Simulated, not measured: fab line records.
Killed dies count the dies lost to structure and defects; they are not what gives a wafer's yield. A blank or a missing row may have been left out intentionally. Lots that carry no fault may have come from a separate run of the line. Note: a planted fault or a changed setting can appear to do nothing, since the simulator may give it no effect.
What tool caused it? / flow berkeley cmos170 / Sampling: 14 lots, 42 wafers, 3 of 331 route steps

## WHAT EACH GAUGE READ, for each wafer
UCB170_M2_RS_MEAS_02: uses a four-point probe to measure. Usual: for M2_AL_RS the level is 0.0324 ohm/sq and the standard deviation is 0.00032.
lot=L362; measured=day 7 16:36; on=film metro-01; M2_AL_RS (ohm/sq)=0.0321 0.0320 0.0325; flag=
lot=L359; measured=day 7 16:41; on=film metro-02; M2_AL_RS (ohm/sq)=0.0324 0.0320 0.0326; flag=
lot=L361; measured=day 7 19:48; on=film metro-03; M2_AL_RS (ohm/sq)=0.0326 0.0322 0.0326; flag=
lot=L363; measured=day 8 22:02; on=film metro-03; M2_AL_RS (ohm/sq)=0.0323 0.0329 0.0326; flag=
lot=L365; measured=day 9 01:52; on=film metro-01; M2_AL_RS (ohm/sq)=0.0322 0.0324 0.0325; flag=
lot=L364; measured=day 9 02:08; on=film metro-02; M2_AL_RS (ohm/sq)=0.0325 0.0331 0.0328; flag=
lot=L368; measured=day 9 07:35; on=film metro-02; M2_AL_RS (ohm/sq)=0.0320 0.0327 0.0323; flag=
lot=L373; measured=day 10 11:34; on=film metro-01; M2_AL_RS (ohm/sq)=0.0435 0.0432 0.0433; flag=OFF
lot=L369; measured=day 10 12:05; on=film metro-03; M2_AL_RS (ohm/sq)=0.0426 0.0431 0.0427; flag=OFF
lot=L377; measured=day 11 01:00; on=film metro-03; M2_AL_RS (ohm/sq)=0.0321 0.0320 0.0325; flag=
lot=L378; measured=day 11 01:10; on=film metro-01; M2_AL_RS (ohm/sq)=0.0323 0.0326 0.0326; flag=
lot=L381; measured=day 12 01:10; on=film metro-02; M2_AL_RS (ohm/sq)=0.0331 0.0327 0.0328; flag=
lot=L380; measured=day 12 02:43; on=film metro-03; M2_AL_RS (ohm/sq)=0.0320 0.0322 0.0326; flag=
lot=L382; measured=day 12 18:23; on=film metro-02; M2_AL_RS (ohm/sq)=0.0321 0.0324 0.0323; flag=

UCB170_M2_THK_MEAS_03: measures by xrf. Usual: for M2_AL_THK the level is 887 nm and the standard deviation is 11.
lot=L362; measured=day 7 16:43; on=film metro-01; M2_AL_THK (nm)=887 886 879; flag=
lot=L359; measured=day 7 16:48; on=film metro-02; M2_AL_THK (nm)=879 889 873; flag=
lot=L361; measured=day 7 19:54; on=film metro-03; M2_AL_THK (nm)=893 902 895; flag=
lot=L363; measured=day 8 22:08; on=film metro-03; M2_AL_THK (nm)=901 888 895; flag=
lot=L365; measured=day 9 01:59; on=film metro-01; M2_AL_THK (nm)=892 882 883; flag=
lot=L364; measured=day 9 02:15; on=film metro-02; M2_AL_THK (nm)=875 855 861; flag=
lot=L368; measured=day 9 07:41; on=film metro-02; M2_AL_THK (nm)=885 868 882; flag=
lot=L373; measured=day 10 11:41; on=film metro-01; M2_AL_THK (nm)=656 668 660; flag=OFF
lot=L369; measured=day 10 12:11; on=film metro-03; M2_AL_THK (nm)=683 678 684; flag=OFF
lot=L377; measured=day 11 01:06; on=film metro-03; M2_AL_THK (nm)=898 902 893; flag=
lot=L378; measured=day 11 01:17; on=film metro-01; M2_AL_THK (nm)=896 885 885; flag=
lot=L381; measured=day 12 01:17; on=film metro-02; M2_AL_THK (nm)=861 871 870; flag=
lot=L380; measured=day 12 02:49; on=film metro-03; M2_AL_THK (nm)=897 899 891; flag=
lot=L382; measured=day 12 18:30; on=film metro-02; M2_AL_THK (nm)=890 879 884; flag=

## TOOL THAT RAN EACH LOT (tool first, then ch and the chambers of the sampled wafers, then the start)
lot=L362; UCB170_M2_SPUTTER_01=pvd sputter-01, day 7 16:29
lot=L359; UCB170_M2_SPUTTER_01=pvd sputter-03, day 7 16:36
lot=L361; UCB170_M2_SPUTTER_01=pvd sputter-01, day 7 19:40
lot=L363; UCB170_M2_SPUTTER_01=pvd sputter-02, day 8 21:55
lot=L365; UCB170_M2_SPUTTER_01=pvd sputter-01, day 9 01:46
lot=L364; UCB170_M2_SPUTTER_01=pvd sputter-03, day 9 02:03
lot=L368; UCB170_M2_SPUTTER_01=pvd sputter-01, day 9 07:28
lot=L373; UCB170_M2_SPUTTER_01=pvd sputter-01, day 10 11:29
lot=L369; UCB170_M2_SPUTTER_01=pvd sputter-01, day 10 11:58
lot=L377; UCB170_M2_SPUTTER_01=pvd sputter-03, day 11 00:52
lot=L378; UCB170_M2_SPUTTER_01=pvd sputter-02, day 11 01:05
lot=L381; UCB170_M2_SPUTTER_01=pvd sputter-02, day 12 01:05
lot=L380; UCB170_M2_SPUTTER_01=pvd sputter-03, day 12 02:37
lot=L382; UCB170_M2_SPUTTER_01=pvd sputter-02, day 12 18:17
- UCB170_M2_SPUTTER_01: material Al, target thk 900 nm, time 120 s.

## WHAT THE TOOLS THEMSELVES READ (means of the sampled wafers that have a number; where no wafer has one, the mark that the record gives instead)
UCB170_M2_SPUTTER_01. Usual: cathode dc power W 6000.0 W, standard deviation 1; throttle valve pct 29.8 %, standard deviation 0.71.
lot=L362; tool=pvd sputter-01; cathode dc power W (W)=6000.2; throttle valve pct (%)=29.9; flag=
lot=L359; tool=pvd sputter-03; cathode dc power W (W)=6000.1; throttle valve pct (%)=30.3; flag=
lot=L361; tool=pvd sputter-01; cathode dc power W (W)=5999.2; throttle valve pct (%)=29.2; flag=
lot=L363; tool=pvd sputter-02; cathode dc power W (W)=5999.2; throttle valve pct (%)=29.8; flag=
lot=L365; tool=pvd sputter-01; cathode dc power W (W)=5999.2; throttle valve pct (%)=29.3; flag=
lot=L364; tool=pvd sputter-03; cathode dc power W (W)=6000.1; throttle valve pct (%)=30.1; flag=
lot=L368; tool=pvd sputter-01; cathode dc power W (W)=6000.7; throttle valve pct (%)=29.7; flag=
lot=L373; tool=pvd sputter-01; cathode dc power W (W)=4490.6; throttle valve pct (%)=29.9; flag=OFF
lot=L369; tool=pvd sputter-01; cathode dc power W (W)=4489.2; throttle valve pct (%)=30.2; flag=OFF
lot=L377; tool=pvd sputter-03; cathode dc power W (W)=6000.1; throttle valve pct (%)=30.2; flag=
lot=L378; tool=pvd sputter-02; cathode dc power W (W)=6000.6; throttle valve pct (%)=29.8; flag=
lot=L381; tool=pvd sputter-02; cathode dc power W (W)=5999.8; throttle valve pct (%)=30.1; flag=
lot=L380; tool=pvd sputter-03; cathode dc power W (W)=5999.7; throttle valve pct (%)=30.6; flag=
lot=L382; tool=pvd sputter-02; cathode dc power W (W)=6000.6; throttle valve pct (%)=30.0; flag=

## THE ANSWER, worked out from the rows above alone
Rule: a lot is off if the mean of its wafers that have a number lies more than 3 standard deviations from the usual mean. Also off: a lot with no number at a reading for which 4 or more lots have one. All remaining lots with rows at the step are treated as sound. First the gauges in route order, then the tools' own readings, where a lot's mean is used as printed above. At the first step where some lot is off, the reading lying furthest off is the one used; lots without a number count as furthest.
Off: L373, L369, at UCB170_M2_RS_MEAS_02 (M2_AL_RS).
A tool fits if, at a process step before that reading, it ran every lot that is off, and no sound lot after the first of them. The gauges at UCB170_M2_RS_MEAS_02 aren't tried: what is off there is off at UCB170_M2_SPUTTER_01 too, on other tools, and a gauge's error can't cause that. One candidate fits, namely pvd sputter-01 at UCB170_M2_SPUTTER_01. A fault onset in the window from L368 (day 9 07:28, its last sound lot) to L373 (day 10 11:29, its first lot off) fits.
The tool's own readings at UCB170_M2_SPUTTER_01 bear it out: on the lots that are off they differ by more than 5 times the standard deviation of the sound lots' means. cathode dc power W reads 4489.9 W there against 6000.0 W on the sound lots.

## WHAT THE SIMULATOR HAD PUT IN
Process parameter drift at UCB170_M2_SPUTTER_01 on pvd sputter-01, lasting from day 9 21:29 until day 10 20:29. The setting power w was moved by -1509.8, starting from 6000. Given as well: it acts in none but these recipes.
Shown lots that were struck: L373, L369. This agrees with what the rule above found.
